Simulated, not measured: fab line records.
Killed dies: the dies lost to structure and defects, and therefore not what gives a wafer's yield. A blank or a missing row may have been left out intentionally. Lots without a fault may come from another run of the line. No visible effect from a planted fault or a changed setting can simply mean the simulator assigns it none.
Tool commonality check ; flow rit_cmos ; Sample size 14 lots and 42 wafers

WHAT PROMPTED THE OPENING
Of 14 lots, 2 have the reading GATE_POLY_THK flagged at RIT_GATE_THK_MEAS_09. Fault-free wafers read 250.6 nm, with a standard deviation of 1.9.
Rule: a lot gets a flag if all its wafers with a number sit over 4 standard deviations from that mean, or if no wafer of it has a number. The other lots count as sound.

lot;measured;on;GATE_POLY_THK (nm), wafer by wafer;flag
L450;day 2 23:15;film_metro-04;250.9 251.1 254.2;
L451;day 3 01:22;film_metro-04;253.7 253.3 254.8;
L453;day 3 11:29;film_metro-04;198.0 199.2 198.1;FLAGGED
L454;day 3 17:23;film_metro-04;250.0 250.2 251.5;
L455;day 3 23:16;film_metro-04;201.6 200.2 201.5;FLAGGED
L456;day 4 00:52;film_metro-03;250.3 250.2 250.1;
L461;day 5 10:52;film_metro-01;249.5 247.7 248.1;
L465;day 6 19:22;film_metro-04;250.4 250.7 251.9;
L466;day 6 19:22;film_metro-03;253.6 250.2 250.4;
L467;day 7 01:12;film_metro-04;251.1 252.8 251.5;
L469;day 7 12:45;film_metro-04;252.1 251.8 248.1;
L470;day 7 16:14;film_metro-03;248.9 249.0 248.1;
L471;day 8 02:15;film_metro-03;248.1 248.7 248.0;
L472;day 8 02:15;film_metro-01;254.3 251.4 255.6;
On average the flagged lots' numbers are 199.8 nm, which is -50.8 nm against the usual, or -27 standard deviations.

EACH LOT AND THE TOOL IT RAN ON
The record holds 1 process step before the reading, out of a route of 202 steps. In each cell: the tool, then ch and the chambers that the sampled wafers went through, then the start.
lot;flag;RIT_GATE_CVD_08
L450;;lpcvd-01 ch 0, day 2 21:37
L451;;lpcvd-01 ch 1, day 2 23:44
L453;FLAGGED;lpcvd-01 ch 0, day 3 09:52
L454;;lpcvd-02 ch 0, day 3 15:46
L455;FLAGGED;lpcvd-01 ch 1, day 3 21:38
L456;;lpcvd-02 ch 1, day 3 23:14
L461;;lpcvd-02 ch 1, day 5 09:16
L465;;lpcvd-02 ch 0, day 6 17:44
L466;;lpcvd-02 ch 0, day 6 17:44
L467;;lpcvd-01 ch 1, day 6 23:35
L469;;lpcvd-02 ch 0, day 7 11:07
L470;;lpcvd-02 ch 0, day 7 14:35
L471;;lpcvd-02 ch 0, day 8 00:38
L472;;lpcvd-02 ch 0, day 8 00:38
What is done by these steps:
- RIT_GATE_CVD_08: deposits poly-Si from SiH4, target thk 250 nm, time 2220 s.
- RIT_GATE_THK_MEAS_09

FLAGGED AGAINST TOTAL, ONE TOOL AT A TIME (gauges that did the reading follow at the end)
step;tool;lots run;flagged;share of the flagged lots;sound lots run after its first flagged lot
RIT_GATE_CVD_08;lpcvd-01;5;2;all;1 (L467)
RIT_GATE_CVD_08;lpcvd-02;9;0;none;-
RIT_GATE_THK_MEAS_09;film_metro-01;2;0;none;-
RIT_GATE_THK_MEAS_09;film_metro-03;4;0;none;-
RIT_GATE_THK_MEAS_09;film_metro-04;8;2;all;4 (L454,L465,L467,L469)

WHAT THE TABLE PERMITS
2 rows of the table ran every flagged lot: lpcvd-01 at RIT_GATE_CVD_08, film_metro-04 at RIT_GATE_THK_MEAS_09.
- lpcvd-01 at RIT_GATE_CVD_08: 2 of its 5 lots flagged. After the first flagged lot (L467), sound lots still ran on it; a lasting fault on the whole tool would not permit that. Its own readings (sih4_flow_sccm) fall more than 4 standard deviations out on all wafers of the flagged lots.
- film_metro-04 at RIT_GATE_THK_MEAS_09: 2 of its 8 lots flagged. After the first flagged lot (L454, L465, L467, L469), sound lots still ran on it; a lasting fault on the whole tool would not permit that.
None of the table's rows ran every flagged lot and, after the first, no sound lot.

WHAT THE SIMULATOR PUT IN
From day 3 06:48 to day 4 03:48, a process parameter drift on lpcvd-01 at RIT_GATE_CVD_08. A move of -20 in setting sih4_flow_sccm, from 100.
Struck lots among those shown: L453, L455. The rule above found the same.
